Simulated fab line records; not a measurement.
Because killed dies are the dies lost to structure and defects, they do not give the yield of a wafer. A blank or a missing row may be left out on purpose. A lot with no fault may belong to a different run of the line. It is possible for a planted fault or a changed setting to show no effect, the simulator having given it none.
Lot-split experiment || flow rit cmos || 5 lots, 27 wafers read, on a route of 202 steps

== THE SPLIT ITSELF ==
At RIT_SPACER_CLEAN_00 (cleans in SC1, time 600 s), the setting time s was moved away from the recipe's 600 s on 24 of the 27 wafers read, by -54.4% to +50.8%. This setting was run at the recipe's value on the other wafers.

The reading is taken at the split's own step.

== THE READING ==
SiO2_of_REOX_OXIDATION_03.thk nm (the simulator's own value, which no gauge read), in nm, at RIT_SPACER_CLEAN_00 (cleans in SC1, time 600 s). The file does not state a usual value for it. Here, 3 wafers ran the recipe; their average is 23.56 nm with a standard deviation of 0.23 nm.

{"wafer": "L074.1", "tool, chamber at the split": "-, -", "time s as run, s": 273.9, "against the recipe": "-54.4%", "SiO2_of_REOX_OXIDATION_03.thk nm, nm": 23.67, "against lot-mates on the recipe": "no lot-mate on the recipe"}
{"wafer": "L074.2", "tool, chamber at the split": "-, -", "time s as run, s": 273.9, "against the recipe": "-54.4%", "SiO2_of_REOX_OXIDATION_03.thk nm, nm": 24.4, "against lot-mates on the recipe": "no lot-mate on the recipe"}
{"wafer": "L074.3", "tool, chamber at the split": "-, -", "time s as run, s": 273.9, "against the recipe": "-54.4%", "SiO2_of_REOX_OXIDATION_03.thk nm, nm": 24.34, "against lot-mates on the recipe": "no lot-mate on the recipe"}
{"wafer": "L074.4", "tool, chamber at the split": "-, -", "time s as run, s": 273.9, "against the recipe": "-54.4%", "SiO2_of_REOX_OXIDATION_03.thk nm, nm": 24, "against lot-mates on the recipe": "no lot-mate on the recipe"}
{"wafer": "L074.5", "tool, chamber at the split": "-, -", "time s as run, s": 273.9, "against the recipe": "-54.4%", "SiO2_of_REOX_OXIDATION_03.thk nm, nm": 23.86, "against lot-mates on the recipe": "no lot-mate on the recipe"}
{"wafer": "L074.6", "tool, chamber at the split": "-, -", "time s as run, s": 273.9, "against the recipe": "-54.4%", "SiO2_of_REOX_OXIDATION_03.thk nm, nm": 23.97, "against lot-mates on the recipe": "no lot-mate on the recipe"}
{"wafer": "L077.3", "tool, chamber at the split": "wet bench-03, 2", "time s as run, s": 600, "against the recipe": "recipe", "SiO2_of_REOX_OXIDATION_03.thk nm, nm": 23.86, "against lot-mates on the recipe": "-"}
{"wafer": "L077.4", "tool, chamber at the split": "wet bench-03, 2", "time s as run, s": 600, "against the recipe": "recipe", "SiO2_of_REOX_OXIDATION_03.thk nm, nm": 23.5, "against lot-mates on the recipe": "-"}
{"wafer": "L077.6", "tool, chamber at the split": "wet bench-03, 2", "time s as run, s": 600, "against the recipe": "recipe", "SiO2_of_REOX_OXIDATION_03.thk nm, nm": 23.31, "against lot-mates on the recipe": "-"}
{"wafer": "L078.1", "tool, chamber at the split": "-, -", "time s as run, s": 883.2, "against the recipe": "+47.2%", "SiO2_of_REOX_OXIDATION_03.thk nm, nm": 22.04, "against lot-mates on the recipe": "no lot-mate on the recipe"}
{"wafer": "L078.2", "tool, chamber at the split": "-, -", "time s as run, s": 883.2, "against the recipe": "+47.2%", "SiO2_of_REOX_OXIDATION_03.thk nm, nm": 22.53, "against lot-mates on the recipe": "no lot-mate on the recipe"}
{"wafer": "L078.3", "tool, chamber at the split": "-, -", "time s as run, s": 883.2, "against the recipe": "+47.2%", "SiO2_of_REOX_OXIDATION_03.thk nm, nm": 22.56, "against lot-mates on the recipe": "no lot-mate on the recipe"}
{"wafer": "L078.4", "tool, chamber at the split": "-, -", "time s as run, s": 883.2, "against the recipe": "+47.2%", "SiO2_of_REOX_OXIDATION_03.thk nm, nm": 22.4, "against lot-mates on the recipe": "no lot-mate on the recipe"}
{"wafer": "L078.5", "tool, chamber at the split": "-, -", "time s as run, s": 883.2, "against the recipe": "+47.2%", "SiO2_of_REOX_OXIDATION_03.thk nm, nm": 22.3, "against lot-mates on the recipe": "no lot-mate on the recipe"}
{"wafer": "L078.6", "tool, chamber at the split": "-, -", "time s as run, s": 883.2, "against the recipe": "+47.2%", "SiO2_of_REOX_OXIDATION_03.thk nm, nm": 22.09, "against lot-mates on the recipe": "no lot-mate on the recipe"}
{"wafer": "L082.1", "tool, chamber at the split": "-, -", "time s as run, s": 724.3, "against the recipe": "+20.7%", "SiO2_of_REOX_OXIDATION_03.thk nm, nm": 23.35, "against lot-mates on the recipe": "no lot-mate on the recipe"}
{"wafer": "L082.2", "tool, chamber at the split": "-, -", "time s as run, s": 724.3, "against the recipe": "+20.7%", "SiO2_of_REOX_OXIDATION_03.thk nm, nm": 23.42, "against lot-mates on the recipe": "no lot-mate on the recipe"}
{"wafer": "L082.3", "tool, chamber at the split": "-, -", "time s as run, s": 724.3, "against the recipe": "+20.7%", "SiO2_of_REOX_OXIDATION_03.thk nm, nm": 23.19, "against lot-mates on the recipe": "no lot-mate on the recipe"}
{"wafer": "L082.4", "tool, chamber at the split": "-, -", "time s as run, s": 724.3, "against the recipe": "+20.7%", "SiO2_of_REOX_OXIDATION_03.thk nm, nm": 23.16, "against lot-mates on the recipe": "no lot-mate on the recipe"}
{"wafer": "L082.5", "tool, chamber at the split": "-, -", "time s as run, s": 724.3, "against the recipe": "+20.7%", "SiO2_of_REOX_OXIDATION_03.thk nm, nm": 23.25, "against lot-mates on the recipe": "no lot-mate on the recipe"}
{"wafer": "L082.6", "tool, chamber at the split": "-, -", "time s as run, s": 724.3, "against the recipe": "+20.7%", "SiO2_of_REOX_OXIDATION_03.thk nm, nm": 23.15, "against lot-mates on the recipe": "no lot-mate on the recipe"}
{"wafer": "L085.1", "tool, chamber at the split": "-, -", "time s as run, s": 904.6, "against the recipe": "+50.8%", "SiO2_of_REOX_OXIDATION_03.thk nm, nm": 22.42, "against lot-mates on the recipe": "no lot-mate on the recipe"}
{"wafer": "L085.2", "tool, chamber at the split": "-, -", "time s as run, s": 904.6, "against the recipe": "+50.8%", "SiO2_of_REOX_OXIDATION_03.thk nm, nm": 22.14, "against lot-mates on the recipe": "no lot-mate on the recipe"}
{"wafer": "L085.3", "tool, chamber at the split": "-, -", "time s as run, s": 904.6, "against the recipe": "+50.8%", "SiO2_of_REOX_OXIDATION_03.thk nm, nm": 22.12, "against lot-mates on the recipe": "no lot-mate on the recipe"}
{"wafer": "L085.4", "tool, chamber at the split": "-, -", "time s as run, s": 904.6, "against the recipe": "+50.8%", "SiO2_of_REOX_OXIDATION_03.thk nm, nm": 22.05, "against lot-mates on the recipe": "no lot-mate on the recipe"}
{"wafer": "L085.5", "tool, chamber at the split": "-, -", "time s as run, s": 904.6, "against the recipe": "+50.8%", "SiO2_of_REOX_OXIDATION_03.thk nm, nm": 22.63, "against lot-mates on the recipe": "no lot-mate on the recipe"}
{"wafer": "L085.6", "tool, chamber at the split": "-, -", "time s as run, s": 904.6, "against the recipe": "+50.8%", "SiO2_of_REOX_OXIDATION_03.thk nm, nm": 22.5, "against lot-mates on the recipe": "no lot-mate on the recipe"}

THE FIT
A straight line over all 27 wafers: SiO2_of_REOX_OXIDATION_03.thk nm changes by -0.0167 nm for each +1% of time s; r = -0.91; the points scatter about the line by 0.31 nm.
Too few moved wafers have a lot-mate on the recipe to fit a line with each lot's own level taken away.

== FILE'S OWN FIT ==
SiO2_of_REOX_OXIDATION_03.thk nm changes by -0.0167 nm for each +1% of time s, r = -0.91.
